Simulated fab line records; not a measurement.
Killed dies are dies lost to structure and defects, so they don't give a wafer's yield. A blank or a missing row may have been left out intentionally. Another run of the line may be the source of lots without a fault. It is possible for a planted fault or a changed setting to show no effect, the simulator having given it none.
One fault seen from 2 desks + flow rit_cmos + every desk sees just its own numbers, and what lay behind them comes last

## THE TOOL OWNER'S DESK: pecvd-01
The tool's own readings at RIT_CONTACT_CVD_00 (deposits SiO2 from TEOS, target thk 400 nm, time 61 s): means of the sampled wafers that have a number, for each lot that ran on this tool. Marked OUT: a lot whose mean sits more than 4 standard deviations from the usual mean, which makes it out of limits; the brackets give that distance.
Columns: A = heater_power_w at RIT_CONTACT_CVD_00, usual 345 W; B = rf_fwd_power_W at RIT_CONTACT_CVD_00, usual 396.9 W
| lot  | first seen here | A   | B     |
|------|-----------------|-----|-------|
| L916 | day 3 12:01     | 301 | 399.4 |
| L925 | day 5 10:14     | 344 | 397.3 |
| L931 | day 6 16:47     | 317 | 396.0 |
| L934 | day 7 07:46     | 323 | 398.6 |
This desk's verdict: no lot among the 4 shows anything out of limits.

## AT THE METROLOGY DESK
Lot by lot, what the gauges showed, no matter which tool ran the lot: averages of those sampled wafers that carry a number. Marked OUT: a lot whose mean sits more than 4 standard deviations from the usual mean, which makes it out of limits; the brackets give that distance. It has 14 readings; the 7 that lie furthest out on some lot are the ones shown.
Columns: A = NSD_RS at RIT_SDANNEAL_RS_MEAS_05, usual 84.58 ohm/sq; B = PLDD_RS at RIT_SDANNEAL_RS_MEAS_06, usual 178.7 ohm/sq; C = NLDD_RS at RIT_SDANNEAL_RS_MEAS_07, usual 151.7 ohm/sq; D = CONTACT_OVL at RIT_CONTACT_OVL_MEAS_09, usual -1.0 nm; E = M1_AL_RS at RIT_M1_RS_MEAS_01, usual 0.0731 ohm/sq; F = M1_AL_THK at RIT_M1_THK_MEAS_02, usual 398 nm; G = cd_nm at RIT_M1_CD_MEAS_09, usual 2599.4 nm
| lot  | first seen here | A     | B     | C     | D    | E      | F   | G      |
|------|-----------------|-------|-------|-------|------|--------|-----|--------|
| L916 | day 3 11:03     | 84.27 | 178.2 | 151.4 | -0.4 | 0.0742 | 390 | 2596.9 |
| L925 | day 5 09:14     | 84.44 | 179.5 | 151.8 | 1.5  | 0.0720 | 404 | 2598.4 |
| L931 | day 6 15:47     | 84.74 | 178.2 | 151.8 | -2.0 | 0.0742 | 393 | 2599.1 |
| L932 | day 6 20:53     | 84.68 | 178.2 | 150.8 | -1.8 | 0.0728 | 398 | 2595.7 |
| L934 | day 7 06:42     | 84.37 | 179.0 | 151.3 | -1.9 | 0.0733 | 397 | 2601.7 |
| L938 | day 8 03:48     | 85.09 | 179.3 | 152.5 | 0.8  | 0.0734 | 395 | 2600.6 |
This desk's verdict: no lot among the 6 shows anything out of limits.

## PUT TOGETHER
The tool owner's desk saw nothing out of limits.
From the metrology desk's view, nothing was out of limits.

## WHAT THE SIMULATOR PUT IN
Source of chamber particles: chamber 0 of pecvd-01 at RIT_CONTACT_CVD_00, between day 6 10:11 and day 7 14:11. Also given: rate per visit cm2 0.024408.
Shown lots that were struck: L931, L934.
